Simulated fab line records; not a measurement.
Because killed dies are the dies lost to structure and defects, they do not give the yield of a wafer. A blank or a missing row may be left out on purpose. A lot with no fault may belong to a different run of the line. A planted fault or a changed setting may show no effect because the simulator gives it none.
Struck lot and sound lot, side by side | flow rit-cmos | 18 steps out of a route of 202
Sound: these wafers, L156.1, L156.4, L156.6. The struck wafers were L170.2, L170.4, L170.6. The cause is given at the end.
Order at every step that has rows: each side's tool, ch and its chambers, its first start. Under that, the readings that differ: sound wafers | struck wafers | difference of the means | sigmas: that difference in standard deviations of wafers without a fault.
alike: a reading whose means differ by less than 2 such deviations, as well as words and numbers matching on both sides. not compared: withheld readings; readings where some wafer has no value; bounds like >300 that might hide an equal value; numbers whose values overlap and for which the record gives no deviation.
The two part at a step that has a row with sigmas, a row that says differs or no value, or rows on one side only. Numbers that have no deviation but don't overlap get no sigmas and don't part them. A reading missing from all wafers of one side parts the sides only when that side holds two or more wafers.

first, 2 steps without rows for these wafers: RIT_NWELL_HARDBAKE_07 (time 120 s); RIT_NWELL_IMPLANT_08.
RIT_NWELL_STRIP_09: strips in O2, time 180 s.
  sound on plasma-asher-01 ch 0,1, day 2 13:04; struck on plasma-asher-04 ch 0,1, day 5 10:04
  alike: drypump-motor-current-A
  not compared: rf-hours-counter-h
RIT_NWELL_TW_MEAS_10:
  sound: film-metro-01 at day 2 13:15; struck: film-metro-04 at day 5 10:14
  alike: NWELL_TW
then, 6 steps without rows for these wafers: RIT_PWELL_HMDS_00 (prime time 60 s); RIT_PWELL_COAT_01 (resist thk 1300 nm); RIT_PWELL_SOFTBAKE_02 (time 60 s); RIT_PWELL_EXPOSE_03 (exposes mask M3, target cd 43700 nm); RIT_PWELL_PEB_04; RIT_PWELL_DEVELOP_05 (develop time 68 s).
RIT_PWELL_OVL_MEAS_06:
  sound: overlay-02 at day 2 14:11; struck: overlay-02 at day 5 11:18
  alike: PWELL_OVL
then, 1 step without rows for these wafers: RIT_PWELL_HARDBAKE_07 (time 120 s).
RIT_PWELL_IMPLANT_08:
  sound on implanter-03 ch 0, day 2 14:28; struck on implanter-03 ch 0, day 5 11:37
  reading            | sound                    | struck                        | difference | sigmas
  dose-ions-cm2      | 7e+13 7.004e+13 6.99e+13 | 4.499e+13 4.494e+13 4.484e+13 | -2.506e+13 | -99 or more
  faraday-current-uA | 218 220 220              | 141 144 146                   | -76        | -18
  alike: beam-on-s
RIT_PWELL_STRIP_09: strips in O2, time 180 s.
  sound on plasma-asher-01 ch 0,1, day 2 14:37; struck on plasma-asher-01 ch 0,1, day 5 11:44
  alike: drypump-motor-current-A
  not compared: rf-hours-counter-h
RIT_PWELL_TW_MEAS_10:
  sound: film-metro-04 at day 2 14:48; struck: film-metro-02 at day 5 12:09
  reading  | sound       | struck      | difference | sigmas
  PWELL_TW | 966 963 968 | 820 820 819 | -146       | -17
  not compared: hold
RIT_WELLDRIVE_RS_MEAS_01: uses a four-point probe to measure.
  sound: film-metro-04 at day 2 20:47; struck: film-metro-02 at day 5 22:40
  alike: NWELL_RS
RIT_WELLDRIVE_RS_MEAS_02: uses a four-point probe to measure.
  sound: film-metro-04 at day 2 20:54; struck: film-metro-02 at day 5 23:08
  reading           | sound             | struck            | difference | sigmas
  PWELL_RS (ohm/sq) | 427.3 429.2 429.6 | 572.0 572.8 572.7 | +143.8     | +99 or more
  not compared: hold
RIT_M1_PROBE_99:
  the record holds rows for the sound wafers here (prober-02, day 4 03:29) but none for the struck ones

## WHERE THEY PART
Last at RIT_M1_PROBE_99 as far as this record goes, first at RIT_PWELL_IMPLANT_08.

WHY: what the simulator had put in
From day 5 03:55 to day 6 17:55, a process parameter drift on implanter-03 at RIT_PWELL_IMPLANT_08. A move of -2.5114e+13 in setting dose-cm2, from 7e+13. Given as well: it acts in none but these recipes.
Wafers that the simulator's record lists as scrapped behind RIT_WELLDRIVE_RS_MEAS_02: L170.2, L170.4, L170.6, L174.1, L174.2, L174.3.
